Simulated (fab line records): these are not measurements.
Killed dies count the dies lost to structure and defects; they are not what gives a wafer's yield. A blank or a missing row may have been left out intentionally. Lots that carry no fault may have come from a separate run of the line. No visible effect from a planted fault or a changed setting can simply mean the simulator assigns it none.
A single fault, viewed from 2 desks -- flow berkeley_cmos170 -- each desk has only its own numbers; what lay behind them comes last

FROM THE METROLOGY DESK
What the gauges read for every lot (on any tool): the sampled wafers with a number, averaged. If a lot's mean is further than 4 standard deviations from the usual mean, the lot is out of limits and carries the mark OUT (the distance appears in the brackets).
Columns: A = NSD_RS at UCB170_SDANNEAL_RS_MEAS_03, usual 37.26 ohm/sq; B = V1_TEOS_THK at UCB170_V1_THK_MEAS_01, usual 2006 nm
lot,first seen here,A,B
L650,day 8 01:53,37.12,2038
L651,day 8 15:46,37.30,2017
L652,day 8 16:04,37.25,2035
L655,day 9 12:04,37.29,1971
L654,day 9 13:07,37.28,2031
L657,day 9 13:31,37.38,2008
L658,day 9 13:32,37.22,1994
L659,day 9 19:59,35.55 (-21) OUT,2024
L661,day 10 09:14,35.72 (-19) OUT,2001
L666,day 11 06:26,37.25,1979
L667,day 11 16:12,37.22,1979
L668,day 11 16:37,37.30,2022
L670,day 12 05:03,37.23,2008
L673,day 12 15:22,37.19,2004
This desk's result: L659, L661 out of limits, first on L659 (NSD_RS at UCB170_SDANNEAL_RS_MEAS_03), day 9 19:59. L650, L651, L652, L655, L654, L657, L658, L666, L667, L668, L670, L673 stayed within limits.

FOR THE TOOL OWNER'S DESK: implanter-02
The tool's own readings at UCB170_NSD_IMPLANT_08, given as means over the sampled wafers that have a number, one for each lot that went through this tool. If a lot's mean is further than 4 standard deviations from the usual mean, the lot is out of limits and carries the mark OUT (the distance appears in the brackets).
Columns: A = dose_ions_cm2 at UCB170_NSD_IMPLANT_08, usual 3e+15; B = faraday_current_uA at UCB170_NSD_IMPLANT_08, usual 9221
lot,first seen here,A,B
L650,day 7 22:31,3e+15,9176
L651,day 8 14:19,3e+15,9404
L655,day 9 09:54,3e+15,8978
L657,day 9 11:40,3e+15,9119
L659,day 9 18:13,3e+15 (+93) OUT,10253 (+5.7) OUT
L661,day 10 07:37,3e+15 (+93) OUT,10181 (+5.3) OUT
This desk finds L659, L661 out of limits, L659 being first, at day 9 18:13 (dose_ions_cm2 at UCB170_NSD_IMPLANT_08). L650, L651, L655, L657 stayed within limits.

ALL TOGETHER
The tool owner's desk had the chance to raise an alarm at day 9 18:13 on L659, L661.
Metrology desk: alarm possible at day 9 19:59 on L659, L661.
Of the lots named, all ran UCB170_NSD_IMPLANT_08 on implanter-02.

WHAT HAD BEEN PUT IN BY THE SIMULATOR
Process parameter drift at UCB170_NSD_IMPLANT_08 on implanter-02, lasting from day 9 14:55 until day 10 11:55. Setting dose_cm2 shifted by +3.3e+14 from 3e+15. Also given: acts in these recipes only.
Shown lots that were struck: L659, L661.
Time in hours from fault onset to the first out-of-limits reading at each desk: tool owner's desk 3, metrology desk 5.
